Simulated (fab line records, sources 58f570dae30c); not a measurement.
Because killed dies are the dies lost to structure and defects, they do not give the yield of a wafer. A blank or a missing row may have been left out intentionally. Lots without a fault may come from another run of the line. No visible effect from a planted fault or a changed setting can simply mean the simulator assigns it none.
Which tool is to blame? | flow berkeley-cmos170 | 42 wafers from 14 lots sampled at 4 of the route's 331 steps

WHAT EACH GAUGE READ, for each wafer
UCB170_NSD_TW_MEAS_10.
lot  | measured     | on            | NSD_TW
L980 | day 8 05:52  | film-metro-04 | 4214 4222 4224
L978 | day 8 06:08  | film-metro-01 | 4133 4153 4160
L979 | day 8 06:24  | film-metro-01 | 4150 4152 4163
L981 | day 8 06:31  | film-metro-02 | 4154 4168 4151
L985 | day 9 05:58  | film-metro-04 | 4233 4217 4238
L983 | day 9 06:10  | film-metro-04 | 4221 4220 4237
L984 | day 9 06:26  | film-metro-01 | 4164 4160 4155
L982 | day 9 06:42  | film-metro-04 | 4218 4226 4221
L988 | day 9 22:15  | film-metro-02 | 4184 4186 4178
L986 | day 9 22:20  | film-metro-04 | 4227 4231 4201
L987 | day 10 15:59 | film-metro-04 | 4191 4197 4201
L989 | day 10 16:23 | film-metro-04 | 4227 4229 4240
L999 | day 12 09:19 | film-metro-04 | 4403 4390 4383
L997 | day 12 10:07 | film-metro-01 | 4291 4336 4273

UCB170_SDANNEAL_RS_MEAS_03: the measuring method here is four-point-probe.
lot  | measured     | on            | NSD_RS (ohm/sq)
L980 | day 8 07:07  | film-metro-01 | 37.19 37.10 37.24
L978 | day 8 07:33  | film-metro-04 | 37.32 37.35 37.34
L979 | day 8 07:43  | film-metro-02 | 37.08 37.24 37.08
L981 | day 8 07:55  | film-metro-01 | 37.16 37.20 37.26
L985 | day 9 07:14  | film-metro-01 | 37.25 37.34 37.25
L983 | day 9 07:43  | film-metro-01 | 37.20 37.21 37.20
L984 | day 9 08:04  | film-metro-04 | 37.25 37.24 37.22
L982 | day 9 08:16  | film-metro-01 | 37.28 37.10 37.24
L988 | day 9 23:29  | film-metro-02 | 37.34 37.43 37.47
L986 | day 9 23:36  | film-metro-01 | 37.40 37.30 37.39
L987 | day 10 17:13 | film-metro-02 | 37.34 37.24 37.36
L989 | day 10 17:44 | film-metro-02 | 37.37 37.36 37.45
L999 | day 12 10:31 | film-metro-02 | 32.13 32.16 32.19
L997 | day 12 11:23 | film-metro-01 | 32.21 32.26 32.17

WHICH TOOL RAN EACH LOT (tool, then ch and the chambers of the sampled wafers, then the start)
lot  | UCB170_NSD_IMPLANT_08           | UCB170_NSD_STRIP_09
L980 | implanter-01 ch 0, day 8 05:39  | plasma-asher-02 ch 0,1, day 8 05:47
L978 | implanter-04 ch 0, day 8 05:54  | plasma-asher-01 ch 0,1, day 8 06:01
L979 | implanter-03 ch 0, day 8 06:09  | plasma-asher-04 ch 0,1, day 8 06:18
L981 | implanter-01 ch 0, day 8 06:17  | plasma-asher-02 ch 0,1, day 8 06:25
L985 | implanter-03 ch 0, day 9 05:43  | plasma-asher-04 ch 0,1, day 9 05:52
L983 | implanter-04 ch 0, day 9 05:55  | plasma-asher-01 ch 0,1, day 9 06:04
L984 | implanter-03 ch 0, day 9 06:11  | plasma-asher-01 ch 0,1, day 9 06:20
L982 | implanter-01 ch 0, day 9 06:28  | plasma-asher-04 ch 0,1, day 9 06:35
L988 | implanter-04 ch 0, day 9 22:01  | plasma-asher-02 ch 0,1, day 9 22:08
L986 | implanter-01 ch 0, day 9 22:05  | plasma-asher-01 ch 0,1, day 9 22:13
L987 | implanter-01 ch 0, day 10 15:46 | plasma-asher-01 ch 0,1, day 10 15:53
L989 | implanter-04 ch 0, day 10 16:08 | plasma-asher-01 ch 0,1, day 10 16:17
L999 | implanter-01 ch 0, day 12 09:04 | plasma-asher-02 ch 0,1, day 12 09:13
L997 | implanter-01 ch 0, day 12 09:52 | plasma-asher-01 ch 0,1, day 12 10:01
- UCB170_NSD_IMPLANT_08
- UCB170_NSD_STRIP_09: strips in O2.

AS READ BY THE TOOLS THEMSELVES (means over the sampled wafers that have a number; for cases with no such wafer, the mark the record gives instead)
UCB170_NSD_IMPLANT_08.
lot  | tool         | beam-on-s (s) | dose-ions-cm2 | end-station-pressure-torr (Torr) | faraday-current-uA
L980 | implanter-01 | 10.09         | 3e+15         | 1.29e-05                         | 9185
L978 | implanter-04 | 10.02         | 3e+15         | 1.29e-05                         | 9249
L979 | implanter-03 | 9.94          | 3e+15         | 1.29e-05                         | 9285
L981 | implanter-01 | 10.12         | 3e+15         | 1.30e-05                         | 9160
L985 | implanter-03 | 9.97          | 3e+15         | 1.34e-05                         | 9300
L983 | implanter-04 | 9.99          | 3e+15         | 1.22e-05                         | 9251
L984 | implanter-03 | 10.11         | 3e+15         | 1.26e-05                         | 9157
L982 | implanter-01 | 10.04         | 3e+15         | 1.17e-05                         | 9210
L988 | implanter-04 | 9.86          | 3e+15         | 1.34e-05                         | 9405
L986 | implanter-01 | 10.22         | 3e+15         | 1.28e-05                         | 9080
L987 | implanter-01 | 9.97          | 3e+15         | 1.27e-05                         | 9272
L989 | implanter-04 | 10.19         | 3e+15         | 1.26e-05                         | 9085
L999 | implanter-01 | 10.72         | 4e+15         | 1.55e-05                         | 12646
L997 | implanter-01 | 10.64         | 4e+15         | 1.52e-05                         | 12731

UCB170_NSD_STRIP_09.
lot  | tool            | drypump-motor-current-A (A) | oes-product-au (a.u.) | strip-time-to-endpoint-s (s)
L980 | plasma-asher-02 | 5.3                         | 0.531                 | 35.81
L978 | plasma-asher-01 | 6.4                         | 0.531                 | 35.69
L979 | plasma-asher-04 | 5.9                         | 0.528                 | 35.87
L981 | plasma-asher-02 | 5.3                         | 0.532                 | 35.83
L985 | plasma-asher-04 | 5.9                         | 0.534                 | 35.71
L983 | plasma-asher-01 | 6.3                         | 0.532                 | 35.76
L984 | plasma-asher-01 | 6.4                         | 0.531                 | 35.81
L982 | plasma-asher-04 | 5.9                         | 0.535                 | 35.85
L988 | plasma-asher-02 | 5.3                         | 0.532                 | 35.75
L986 | plasma-asher-01 | 6.4                         | 0.537                 | 35.78
L987 | plasma-asher-01 | 6.4                         | 0.531                 | 35.82
L989 | plasma-asher-01 | 6.4                         | 0.535                 | 35.78
L999 | plasma-asher-02 | 5.3                         | 0.507                 | 39.54
L997 | plasma-asher-01 | 6.4                         | 0.501                 | 39.63

THE ANSWER, worked out from the rows above alone
Rule: the lots themselves supply what counts as usual. Put in order of their means at a reading, lots are off if they are a third of the lots or fewer, leave a main group of 4 or more, and stand apart from it by a gap of 3 or more times the standard deviation of the main group's means; of several such gaps the widest counts. A main group whose means are all the same, to the digits that the tables above print for the reading, isn't used. A lot without any number at a reading at which 4 lots or more have one is off too. Any other lot the step has rows for is counted as sound. After the gauges, taken in route order, come the tools' own readings; for these a lot's mean is taken, as printed above. The first step at which some lot is off is used, and at that step the reading that is off furthest; a lot without a number counts as furthest.
Off: L999, L997, seen at UCB170_SDANNEAL_RS_MEAS_03 (NSD_RS). The main group has a mean of 37.27 ohm/sq with a standard deviation of 0.087.
If a tool, at a process step before that reading, ran all the lots that are off and no sound lot after the first of them, it fits. Not tried: the gauges at UCB170_SDANNEAL_RS_MEAS_03; whatever is off there is also off at UCB170_NSD_IMPLANT_08, on other tools, and gauge error can't account for it. One fits: UCB170_NSD_IMPLANT_08 on implanter-01. Its last sound lot is L987 (day 10 15:46), its first lot that is off L999 (day 12 09:04): a fault that began between those two fits.
The tool's own readings at UCB170_NSD_IMPLANT_08 bear it out: on the lots that are off they differ by more than 5 times the standard deviation of the sound lots' means. beam-on-s reads 10.68 s there against 10.04 s on the sound lots; dose-ions-cm2 reads 4e+15 there against 3e+15 on the sound lots; end-station-pressure-torr reads 1.54e-05 Torr there against 1.28e-05 Torr on the sound lots; faraday-current-uA reads 12688 there against 9220 on the sound lots.

WHAT HAD BEEN PUT IN BY THE SIMULATOR
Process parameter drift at UCB170_NSD_IMPLANT_08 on implanter-01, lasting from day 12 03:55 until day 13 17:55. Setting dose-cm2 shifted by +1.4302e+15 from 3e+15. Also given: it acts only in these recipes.
Struck lots among those shown: L999, L997. The rule given above showed the same thing.
